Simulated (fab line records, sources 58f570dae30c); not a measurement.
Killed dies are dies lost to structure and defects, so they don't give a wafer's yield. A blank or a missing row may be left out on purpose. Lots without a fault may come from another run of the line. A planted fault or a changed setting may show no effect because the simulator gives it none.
A struck lot beside a sound one | flow berkeley_cmos170 | 27 steps out of a route of 331
Sound: wafers L544.1, L544.4, L544.6. Struck: wafers L551.1, L551.2, L551.4. The cause comes at the end.
At each step with rows: each side's tool, then ch and its chambers, then its first start. Under that, the readings that differ: sound wafers | struck wafers | difference of the means | sigmas: that difference in standard deviations of wafers without a fault.
alike: readings whose means differ by less than 2 such deviations, and words and numbers that are the same on both sides. not compared: withheld readings, readings that some wafer has no value for, bounds like >300 that may hide the same value, and numbers for which the record gives no deviation and whose values overlap.
The two part at a step that has a row with sigmas, a row that says differs or no value, or rows on one side only. Numbers that don't overlap but have no deviation are shown without sigmas and don't part them. A reading that every wafer of one side lacks parts them only if that side has two wafers or more.

first, 1 step without rows for these wafers: UCB170_SILICIDE_PRE_CLEAN_00 (preclean etch time 60 s).
UCB170_SILICIDE_SPUTTER_01: material Ti, target thk 30 nm, time 25 s.
  sound on pvd_sputter-02, day 8 15:19; struck on pvd_sputter-02, day 9 17:31
  alike: throttle_valve_pct
UCB170_SILICIDE_RS_MEAS_02: measures by four-point-probe.
  sound on film_metro-03, day 8 15:20; struck on film_metro-04, day 9 17:43
  alike: SILICIDE_TI_RS
UCB170_SILICIDE_THK_MEAS_03: measures by xrf.
  sound on film_metro-03, day 8 15:28; struck on film_metro-04, day 9 17:50
  alike: SILICIDE_TI_THK
UCB170_SILICIDE_RTA_04: time 15 s.
  sound on rtp_anneal-01 ch 0, day 8 15:31; struck on rtp_anneal-02 ch 0, day 9 17:54
  alike: chamber_o2_ppm, lamp_power_pct, wafer_temp_C_max
then, 3 steps without rows for these wafers: UCB170_SILICIDE_WET_ETCH_05 (etches Ti in SPM, time 45 s); UCB170_CONTACT_CLEAN_00 (cleans in SPM, time 600 s); UCB170_CONTACT_CVD_01 (deposits PSG from SiH4/O2/PH3, target thk 700 nm, time 2820 s).
UCB170_CONTACT_THK_MEAS_02:
  sound on film_metro-01, day 8 17:34; struck on film_metro-03, day 9 21:37
  alike: CONTACT_PSG_THK
then, 3 steps without rows for these wafers: UCB170_CONTACT_HMDS_03 (prime time 60 s); UCB170_CONTACT_COAT_04 (resist thk 900 nm); UCB170_CONTACT_SOFTBAKE_05 (time 60 s).
UCB170_CONTACT_STRIP_06: strips in O2.
  sound on plasma_asher-02 ch 0,1, day 8 18:05; struck on plasma_asher-02 ch 0,1, day 9 22:07
  no value came back on the struck wafers for chamber_pressure_mTorr (mTorr), drypump_motor_current_A (A), oes_product_au (a.u.), strip_time_to_endpoint_s (s); on the sound wafers chamber_pressure_mTorr (mTorr) reads 3502 3500 3497
  reading                                  | sound | struck          | difference | sigmas
  model.KrF_of_CONTACT_COAT_04.thk_nm (nm) | 0 0 0 | 902.8 902.6 905 | +903.5     |
  not compared: rf_hours_counter_h
then, 1 step without rows for these wafers: UCB170_CONTACT_CLEAN_07 (cleans in SPM, time 600 s).
UCB170_CONTACT_RTA_08: time 10 s.
  sound on rtp_anneal-02 ch 0, day 8 19:28; struck on rtp_anneal-02 ch 0, day 10 01:12
  alike: chamber_o2_ppm, lamp_power_pct, wafer_temp_C_max
then, 6 steps without rows for these wafers: UCB170_CONTACT_COAT_09; UCB170_CONTACT_COAT_10 (resist thk 900 nm); UCB170_CONTACT_SOFTBAKE_11 (time 60 s); UCB170_CONTACT_EXPOSE_12 (exposes mask CONT, target cd 700 nm); UCB170_CONTACT_PEB_13; UCB170_CONTACT_DEVELOP_14 (develop time 45 s).
UCB170_CONTACT_CD_MEAS_15: target cd 700 nm.
  sound on cd_sem-01, day 8 20:44; struck on cd_sem-01, day 10 02:23
  alike: cd_nm
UCB170_CONTACT_OVL_MEAS_16:
  sound on overlay-02, day 8 20:52; struck on overlay-02, day 10 02:30
  alike: CONTACT_OVL
UCB170_CONTACT_ETCH_17: etches BARC in N2/H2.
  sound on rie_diel-04 ch 0,1,2, day 8 20:54; struck on rie_diel-02 ch 0,1,2, day 10 02:32
  alike: drypump_motor_current_A, oes_product_au, throttle_valve_pct
UCB170_CONTACT_ETCH_18: etches PSG in CHF3/CF4/Ar, stops on TiSi2, target depth 840 nm, time 195 s.
  sound on rie_diel-04 ch 0,1,2; struck on rie_diel-02 ch 0,1,2
  alike: drypump_motor_current_A, oes_product_au, throttle_valve_pct
  not compared: rf_hours_counter_h
UCB170_CONTACT_STRIP_19: strips in O2.
  sound on plasma_asher-03 ch 0,1, day 8 21:04; struck on plasma_asher-02 ch 0,1, day 10 02:42
  reading               | sound             | struck            | difference | sigmas
  oes_product_au (a.u.) | 0.722 0.729 0.727 | 0.737 0.731 0.740 | +0.010     | +3
  alike: chamber_pressure_mTorr, drypump_motor_current_A
  not compared: rf_hours_counter_h
UCB170_CONTACT_CD_MEAS_90: target cd 700 nm.
  sound on cd_sem-01, day 8 21:10; struck on cd_sem-02, day 10 02:48
  alike: cd_nm

WHERE THEY PART
First at UCB170_CONTACT_STRIP_06; last, within this record, at UCB170_CONTACT_STRIP_19. Later steps at which nothing parts them and some readings are alike: UCB170_CONTACT_CD_MEAS_90.

WHY: what the simulator had put in
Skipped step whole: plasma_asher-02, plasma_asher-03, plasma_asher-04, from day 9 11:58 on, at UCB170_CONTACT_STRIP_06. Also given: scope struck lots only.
